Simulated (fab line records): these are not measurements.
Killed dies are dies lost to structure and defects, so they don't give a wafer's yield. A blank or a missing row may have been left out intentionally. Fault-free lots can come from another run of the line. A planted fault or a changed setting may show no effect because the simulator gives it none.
A struck lot beside a sound one ; flow berkeley_cmos170 ; 43 steps out of a route of 331
Sound: wafers L129.1, L129.5, L129.6. Struck: wafer L130.1. (L130.4, L130.5 of the same lot were not struck and are left out.) The cause comes at the end.
For every step that has rows: the tool of each side, followed by ch and its chambers, followed by its first start. Under that, the readings that differ: sound wafers ; struck wafers ; difference of the means ; sigmas: that difference in standard deviations of wafers without a fault.
alike: readings whose means differ by less than 2 such deviations, and words and numbers that are the same on both sides. not compared: withheld readings, readings that some wafer has no value for, bounds like >300 that may hide the same value, and numbers for which the record gives no deviation and whose values overlap.
Wherever a step has rows on one side only, a row that says differs or no value, or a row with sigmas, the two part there. Numbers that don't overlap but have no deviation are shown without sigmas and don't part them. A reading that every wafer of one side lacks parts them only if that side has two wafers or more.

first, 3 steps without rows for these wafers: UCB170_M1_EXPOSE_06 (exposes mask METAL1, target cd 700 nm); UCB170_M1_PEB_07; UCB170_M1_DEVELOP_08 (develop time 45 s).
UCB170_M1_CD_MEAS_09: target cd 700 nm.
  sound on cd_sem-02 at day 7 22:01; struck on cd_sem-02 at day 7 22:29
  alike: cd_nm
UCB170_M1_OVL_MEAS_10:
  sound on overlay-01 at day 7 22:08; struck on overlay-01 at day 7 22:37
  alike: M1_OVL
UCB170_M1_ETCH_11: etches BARC in N2/H2.
  sound on rie_diel-01 ch 1,2, day 7 22:10; struck on rie_diel-03 ch 2, day 7 22:39
  alike: drypump_motor_current_A, oes_product_au, throttle_valve_pct
then, 1 step without rows for these wafers: UCB170_M1_METAL_ETCH_12 (etches Al in Cl2/BCl3, stops on PSG, target depth 780 nm, time 130 s).
UCB170_M1_STRIP_13: strips in O2.
  sound on plasma_asher-04 ch 0,1, day 7 22:20; struck on plasma_asher-03 ch 0, day 7 22:49
reading;sound;struck;difference;sigmas
drypump_motor_current_A (A);6.2 6.2 6.3;5.2;-1.0;-2
  alike: oes_product_au
  not compared: rf_hours_counter_h
UCB170_M1_CD_MEAS_90: target cd 700 nm.
  sound on cd_sem-02 at day 7 22:37; struck on cd_sem-02 at day 7 23:01
  alike: cd_nm
then, 2 steps without rows for these wafers: UCB170_M1_ANNEAL_14 (time 1200 s); UCB170_V1_CVD_00 (deposits SiO2 from TEOS/O2, target thk 2000 nm, time 250 s).
UCB170_V1_THK_MEAS_01:
  sound on film_metro-01 at day 8 03:12; struck on film_metro-04 at day 8 03:13
  alike: V1_TEOS_THK
UCB170_V1_CMP_02: polishes SiO2.
  sound on cmp-02 ch 0,1,2, day 8 03:22; struck on cmp-01 ch 0, day 8 03:22
reading;sound;struck;difference;sigmas
model.SiO2_of_V1_CVD_00.thk_nm (nm);998.4 998.7 999.7;1077;+78;
  alike: head_pressure_psi, motor_current_A
UCB170_V1_BOW_MEAS_03:
  sound on film_metro-04 at day 8 03:34; struck on film_metro-01 at day 8 03:53
  not compared: hold, V1_BOW
UCB170_V1_THK_MEAS_04:
  sound on film_metro-04 at day 8 03:41; struck on film_metro-01 at day 8 06:53
reading;sound;struck;difference;sigmas
V1_POLISHED_THK (nm);998.1 999.5 999.6;1076.8;+77.7;+65
  not compared: hold
then, 6 steps without rows for these wafers: UCB170_V1_HMDS_06 (prime time 60 s); UCB170_V1_COAT_07 (resist thk 900 nm); UCB170_V1_SOFTBAKE_08 (time 60 s); UCB170_V1_EXPOSE_09 (exposes mask VIA1, target cd 700 nm); UCB170_V1_PEB_10; UCB170_V1_DEVELOP_11 (develop time 47.2 s).
UCB170_V1_CD_MEAS_12: target cd 700 nm.
  sound on cd_sem-02 at day 8 05:33; struck on cd_sem-02 at day 8 13:59
  alike: cd_nm
UCB170_V1_OVL_MEAS_13:
  sound on overlay-02 at day 8 05:40; struck on overlay-02 at day 8 14:07
  alike: V1_OVL
UCB170_V1_ETCH_14: etches SiO2 in CHF3/CF4/Ar, stops on Al, target depth 1250 nm, time 291 s.
  sound on rie_diel-04 ch 2,3, day 8 05:42; struck on rie_diel-03 ch 2, day 8 14:09
reading;sound;struck;difference;sigmas
oes_product_au (a.u.);0.863 0.863 0.876;0.916;+0.049;+4
model.etch.depth_nm (nm);998.4 998.7 999.7;1077;+78;
model.V1.feature_depth_nm (nm);998.4 998.7 999.7;1077;+78;
  alike: drypump_motor_current_A, throttle_valve_pct
  not compared: rf_hours_counter_h
then, 1 step without rows for these wafers: UCB170_V1_STRIP_15 (strips in O2).
UCB170_V1_CD_MEAS_90: target cd 700 nm.
  sound on cd_sem-02 at day 8 06:10; struck on cd_sem-02 at day 8 14:34
  alike: cd_nm
then, 1 step without rows for these wafers: UCB170_M2_PRE_CLEAN_00 (preclean etch time 60 s).
UCB170_M2_SPUTTER_01: material Al, target thk 900 nm, time 120 s.
  sound on pvd_sputter-04 at day 8 06:21; struck on pvd_sputter-02 at day 8 14:44
  alike: throttle_valve_pct
UCB170_M2_RS_MEAS_02: measurement is done with a four-point probe.
  sound on film_metro-03 at day 8 06:26; struck on film_metro-03 at day 8 14:50
  alike: M2_AL_RS
UCB170_M2_THK_MEAS_03: measures by xrf.
  sound on film_metro-03 at day 8 06:34; struck on film_metro-03 at day 8 14:57
  alike: M2_AL_THK
then, 3 steps without rows for these wafers: UCB170_M2_HMDS_04 (prime time 60 s); UCB170_M2_COAT_05 (resist thk 900 nm); UCB170_M2_SOFTBAKE_06 (time 60 s).
UCB170_M2_STRIP_07: strips in O2.
  sound on plasma_asher-04 ch 0,1, day 8 07:04; struck on plasma_asher-03 ch 1, day 8 15:31
reading;sound;struck;difference;sigmas
strip_time_to_endpoint_s (s);21.96 21.88 21.92;22.05;+0.13;+2
  alike: drypump_motor_current_A, oes_product_au
  not compared: rf_hours_counter_h
then, 3 steps without rows for these wafers: UCB170_M2_STRIP_08 (strips KrF in DMSO, time 600 s); UCB170_M2_COAT_09; UCB170_M2_COAT_10 (resist thk 900 nm).
UCB170_M2_SOFTBAKE_11: time 61.11 s.
  sound on litho_track-03 ch 0; struck on litho_track-02 ch 0
  alike: plate_sensor_t_centre_C, plate_sensor_t_edge_C
then, 3 steps without rows for these wafers: UCB170_M2_EXPOSE_12 (exposes mask METAL2, target cd 700 nm); UCB170_M2_PEB_13; UCB170_M2_DEVELOP_14 (develop time 45 s).
UCB170_M2_METAL_ETCH_18: etches Al in Cl2/BCl3, stops on SiO2, target depth 1170 nm, time 195 s.
  sound on rie_metal-02 ch 0,1, day 8 08:43; struck on rie_metal-01 ch 1, day 8 17:13
reading;sound;struck;difference;sigmas
model.SiO2_of_V1_CVD_00.thk_nm (nm);936.9 936.9 936.8;1015;+78;
  alike: drypump_motor_current_A, oes_product_au, throttle_valve_pct
  not compared: rf_hours_counter_h
UCB170_M3_PROBE_99:
  rows exist in the record for the struck wafers here (prober-02, day 8 22:33), but not for the sound ones

WHERE THEY PART
First at UCB170_M1_STRIP_13; last, within this record, at UCB170_M3_PROBE_99.

WHY: the cause the simulator had injected
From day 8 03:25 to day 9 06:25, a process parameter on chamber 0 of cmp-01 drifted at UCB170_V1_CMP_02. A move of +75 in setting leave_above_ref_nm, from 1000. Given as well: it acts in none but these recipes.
